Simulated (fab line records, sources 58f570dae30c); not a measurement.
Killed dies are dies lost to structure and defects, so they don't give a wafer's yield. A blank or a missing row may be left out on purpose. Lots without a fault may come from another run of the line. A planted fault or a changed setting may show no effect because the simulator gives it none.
One fault seen from 2 desks | flow berkeley_cmos170 | each desk has only its own numbers; what lay behind them comes last

THE TOOL OWNER'S DESK: rie_diel-04
The tool's own readings at UCB170_M3_ETCH_17 (etches BARC in N2/H2): means of the sampled wafers that have a number, for each lot that ran on this tool. A lot is out of limits, marked OUT, if its mean lies more than 4 standard deviations from the usual mean; the brackets give that distance.
Columns: A = drypump_motor_current_A at UCB170_M3_ETCH_17, usual 5.8 A; B = oes_product_au at UCB170_M3_ETCH_17, usual 1.001 a.u.; C = throttle_valve_pct at UCB170_M3_ETCH_17, usual 13.27 %
lot  | first seen here | A   | B     | C
L825 | day 8 14:16     | 6.1 | 0.998 | 13.28
L828 | day 9 02:12     | 6.4 | 0.990 | 13.28
L836 | day 10 16:27    | 6.1 | 1.004 | 13.28
This desk's finding: nothing out of limits on any of the 3 lots.

THE METROLOGY DESK
What the gauges read, lot by lot, whatever tool the lot ran on: means of the sampled wafers that have a number. A lot is out of limits, marked OUT, if its mean lies more than 4 standard deviations from the usual mean; the brackets give that distance.
Columns: A = V1_POLISHED_THK at UCB170_V1_THK_MEAS_04, usual 1000.2 nm; B = cd_nm at UCB170_V1_CD_MEAS_12, usual 700.1 nm; C = V2_BOW at UCB170_V2_BOW_MEAS_03, usual 36 um
lot  | first seen here | A      | B     | C
L822 | day 7 18:02     | 1000.7 | 700.9 | 33
L824 | day 7 20:43     | 999.3  | 699.5 | 32
L825 | day 8 00:37     | 1000.5 | 699.2 | 34
L827 | day 8 00:56     | 1000.6 | 700.9 | 40
L828 | day 8 13:06     | 999.2  | 701.3 | 41
L830 | day 9 01:18     | 1000.8 | 700.2 | 37
L829 | day 9 01:19     | 997.9  | 700.1 | 42
L832 | day 9 21:35     | 1001.0 | 699.2 | 32
L836 | day 10 04:48    | 1000.2 | 700.4 | 44
L843 | day 11 07:32    | 1001.5 | 701.0 | 41
L840 | day 11 07:50    | 1000.1 | 698.8 | 47
L841 | day 11 08:01    | 1000.1 | 698.6 | 37
L844 | day 11 10:08    | 999.8  | 700.5 | 40
This desk's finding: nothing out of limits on any of the 13 lots.

PUT TOGETHER
The tool owner's desk saw nothing out of limits.
The metrology desk saw nothing out of limits.

WHAT THE SIMULATOR HAD PUT IN
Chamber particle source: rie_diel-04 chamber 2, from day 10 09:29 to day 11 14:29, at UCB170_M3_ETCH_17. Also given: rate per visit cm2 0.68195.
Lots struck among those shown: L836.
